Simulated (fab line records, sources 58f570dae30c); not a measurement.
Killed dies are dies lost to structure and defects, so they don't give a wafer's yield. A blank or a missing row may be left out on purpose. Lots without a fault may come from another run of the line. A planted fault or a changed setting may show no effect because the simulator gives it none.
Which tool did it? | flow berkeley_cmos170 | 8 lots, 24 wafers sampled, at 2 steps of a route of 331

WHAT THE GAUGES READ, wafer by wafer
UCB170_ACTIVE_THK_MEAS_03.
lot  | measured    | on            | ACTIVE_OXIDE_THK (nm)
L510 | day 4 02:05 | film_metro-01 | 25.6 25.7 25.9
L512 | day 4 11:58 | film_metro-03 | 26.5 26.5 26.6
L514 | day 4 22:20 | film_metro-01 | 25.9 25.9 26.2
L517 | day 5 18:14 | film_metro-03 | 37.7 37.8 37.5
L519 | day 6 03:55 | film_metro-01 | 37.2 37.1 37.0
L528 | day 7 21:01 | film_metro-03 | 26.0 25.8 26.5
L530 | day 8 07:17 | film_metro-03 | 26.3 26.6 26.3
L532 | day 8 13:17 | film_metro-01 | 27.0 26.8 26.7

WHICH TOOL RAN EACH LOT (tool, then ch and the chambers of the sampled wafers, then the start)
lot  | UCB170_ACTIVE_OXIDATION_02
L510 | furnace-02 ch 0, day 4 00:42
L512 | furnace-03 ch 0, day 4 10:37
L514 | furnace-02 ch 0, day 4 20:55
L517 | furnace-02 ch 0, day 5 16:52
L519 | furnace-02 ch 0, day 6 02:33
L528 | furnace-03 ch 0, day 7 19:40
L530 | furnace-03 ch 0, day 8 05:56
L532 | furnace-02 ch 0, day 8 11:56
- UCB170_ACTIVE_OXIDATION_02: target thk 26.4 nm, ox time 1260 s.

THE ANSWER, worked out from the rows above alone
Rule: what is usual is taken from the lots themselves. Put in order of their means at a reading, lots are off if they are a third of the lots or fewer, leave a main group of 4 or more, and stand apart from it by a gap of 3 or more times the standard deviation of the main group's means; of several such gaps the widest counts. A main group whose means are all the same, to the digits that the tables above print for the reading, isn't used. A lot without any number at a reading at which 4 lots or more have one is off too. The other lots that the step has rows for count as sound.
Off: L517, L519, at UCB170_ACTIVE_THK_MEAS_03 (ACTIVE_OXIDE_THK). The main group: mean 26.3 nm, standard deviation 0.36.
A tool fits if, at a process step before that reading, it ran every lot that is off, and no sound lot after the first of them. The gauges at UCB170_ACTIVE_THK_MEAS_03 are tried like those tools. None of those tried fits.

WHAT THE SIMULATOR HAD PUT IN
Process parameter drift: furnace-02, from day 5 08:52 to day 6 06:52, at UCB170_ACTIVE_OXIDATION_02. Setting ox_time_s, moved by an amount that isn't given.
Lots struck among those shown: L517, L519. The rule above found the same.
